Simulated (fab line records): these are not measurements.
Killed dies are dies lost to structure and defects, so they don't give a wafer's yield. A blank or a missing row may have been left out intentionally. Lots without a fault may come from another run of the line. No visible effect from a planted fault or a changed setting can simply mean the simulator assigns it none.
A lot that was struck, set against a sound lot + flow ritCmos + 27 steps out of a route of 202
Sound: wafers L956.3, L956.4, L956.5. Struck: wafers L966.1, L966.3, L966.6. The cause is given at the end.
At each step with rows: each side's tool, then ch and its chambers, then its first start. Under that, the readings that differ: sound wafers + struck wafers + difference of the means + sigmas: that difference in standard deviations of wafers without a fault.
alike: readings whose means differ by less than 2 such deviations, and words and numbers that are the same on both sides. not compared: withheld readings, readings that some wafer has no value for, bounds like >300 that may hide the same value, and numbers for which the record gives no deviation and whose values overlap.
A row with sigmas, a row that says differs or no value, or rows on one side alone: a step with any of these is where the two part. Numbers that have no deviation but don't overlap get no sigmas and don't part them. Lack of a reading on every wafer of one side parts them only where that side has two or more wafers.

first, 4 steps without rows for these wafers: RIT_CONTACT_SOFTBAKE_04 (time 60 s); RIT_CONTACT_EXPOSE_05 (exposes mask M11, target cd 1000 nm); RIT_CONTACT_PEB_06; RIT_CONTACT_DEVELOP_07 (develop time 120 s).
RIT_CONTACT_CD_MEAS_08: the cd target is 1000 nm.
  struck on cdSem-01, day 5 10:22; sound on cdSem-02, day 3 05:37
| reading   | sound             | struck              | difference | sigmas |
|-----------|-------------------|---------------------|------------|--------|
| cdNm (nm) | 994.4 995.7 995.5 | 1001.2 998.4 1001.4 | +5.1       | +2     |
RIT_CONTACT_OVL_MEAS_09:
  struck on overlay-01, day 5 10:29; sound on overlay-02, day 3 05:43
  alike: CONTACT_OVL
then, 1 step without rows for these wafers: RIT_CONTACT_HARDBAKE_10 (time 60 s).
RIT_CONTACT_ETCH_11: etches SiO2 in CHF3/CF4/Ar, stops on TiSi2, target depth 480 nm, time 320 s.
  sound on rieDiel-02 ch 0,1, day 3 05:53; struck on rieDiel-01 ch 0,1, day 5 10:40
| reading              | sound             | struck            | difference | sigmas |
|----------------------|-------------------|-------------------|------------|--------|
| oesProductAu (a.u.)  | 0.966 0.967 0.984 | 1.024 1.016 1.014 | +0.046     | +3     |
| throttleValvePct (%) | 8.95 8.96 8.89    | 8.60 8.58 8.59    | -0.34      | -3     |
  alike: drypumpMotorCurrentA, mfcArSccm
  not compared: rfHoursCounterH
RIT_CONTACT_STRIP_12: strips in O2, time 180 s.
  sound on plasmaAsher-03 ch 0,1, day 3 06:08; struck on plasmaAsher-03 ch 0,1, day 5 10:52
  alike: drypumpMotorCurrentA, rfReflPowerW
  not compared: rfHoursCounterH
RIT_CONTACT_CD_MEAS_90: the cd target is 1000 nm.
  struck on cdSem-01, day 5 11:02; sound on cdSem-01, day 3 06:17
| reading   | sound             | struck              | difference | sigmas |
|-----------|-------------------|---------------------|------------|--------|
| cdNm (nm) | 994.9 994.9 995.6 | 1001.3 998.8 1001.2 | +5.3       | +3     |
then, 2 steps without rows for these wafers: RIT_CONTACT_CLEAN_13 (cleans in SC1, time 600 s); RIT_CONTACT_CLEAN_14 (cleans in SC2, time 600 s).
RIT_M1_SPUTTER_00: material Al, target thk 400 nm, time 500 s.
  struck on pvdSputter-03, day 5 11:31; sound on pvdSputter-03, day 3 06:43
  alike: throttleValvePct
RIT_M1_RS_MEAS_01: uses a four-point probe to measure.
  struck on filmMetro-01, day 5 11:49; sound on filmMetro-02, day 3 07:10
| reading           | sound                | struck               | difference | sigmas |
|-------------------|----------------------|----------------------|------------|--------|
| M1_AL_RS (ohm/sq) | 0.0701 0.0708 0.0712 | 0.0886 0.0880 0.0908 | +0.0184    | +25    |
RIT_M1_THK_MEAS_02: measures by xrf.
  struck on filmMetro-01, day 5 11:56; sound on filmMetro-02, day 3 07:16
| reading        | sound       | struck      | difference | sigmas |
|----------------|-------------|-------------|------------|--------|
| M1_AL_THK (nm) | 420 416 411 | 354 356 346 | -64        | -15    |
then, 6 steps without rows for these wafers: RIT_M1_HMDS_03 (prime time 60 s); RIT_M1_COAT_04 (resist thk 1300 nm); RIT_M1_SOFTBAKE_05 (time 60 s); RIT_M1_EXPOSE_06 (exposes mask M12, target cd 2600 nm); RIT_M1_PEB_07; RIT_M1_DEVELOP_08 (develop time 68 s).
RIT_M1_CD_MEAS_09: the cd target is 2600 nm.
  struck on cdSem-01, day 5 13:07; sound on cdSem-02, day 3 08:25
| reading   | sound                | struck               | difference | sigmas |
|-----------|----------------------|----------------------|------------|--------|
| cdNm (nm) | 2602.1 2603.0 2603.1 | 2596.2 2595.8 2595.9 | -6.8       | -4     |
RIT_M1_OVL_MEAS_10:
  struck on overlay-02, day 5 13:14; sound on overlay-02, day 3 08:31
  alike: M1_OVL
then, 1 step without rows for these wafers: RIT_M1_HARDBAKE_11 (time 120 s).
RIT_M1_METAL_ETCH_12: etches Al in Cl2/BCl3, stops on SiO2, time 165 s, target depth 600 nm.
  sound on rieMetal-01 ch 0,1, day 3 08:58; struck on rieMetal-04 ch 0,1, day 5 13:32
| reading             | sound             | struck            | difference | sigmas |
|---------------------|-------------------|-------------------|------------|--------|
| oesProductAu (a.u.) | 0.782 0.791 0.784 | 0.735 0.738 0.714 | -0.057     | -5     |
  alike: drypumpMotorCurrentA, mfcCl2Sccm, throttleValvePct
  not compared: rfHoursCounterH
then, 1 step without rows for these wafers: RIT_M1_STRIP_13 (strips in nmp, time 600 s).
RIT_M1_PROBE_99:
  struck on prober-01, day 5 17:12; sound on prober-02, day 3 14:38
  alike: defectLimitedYield, killedAtContacts, killedAtFrontEnd, killedDies, killedOpen, killedShort, sort_bin_3_pad_short, sort_bin_5_function, sort_bin_6_memory, sortNPass, sortYieldPct

## WHERE THEY PART
At RIT_CONTACT_CD_MEAS_08 first; at RIT_M1_METAL_ETCH_12 last (within this record only). Later steps at which nothing parts them and some readings are alike: RIT_M1_PROBE_99.

WHY: what the simulator had put in
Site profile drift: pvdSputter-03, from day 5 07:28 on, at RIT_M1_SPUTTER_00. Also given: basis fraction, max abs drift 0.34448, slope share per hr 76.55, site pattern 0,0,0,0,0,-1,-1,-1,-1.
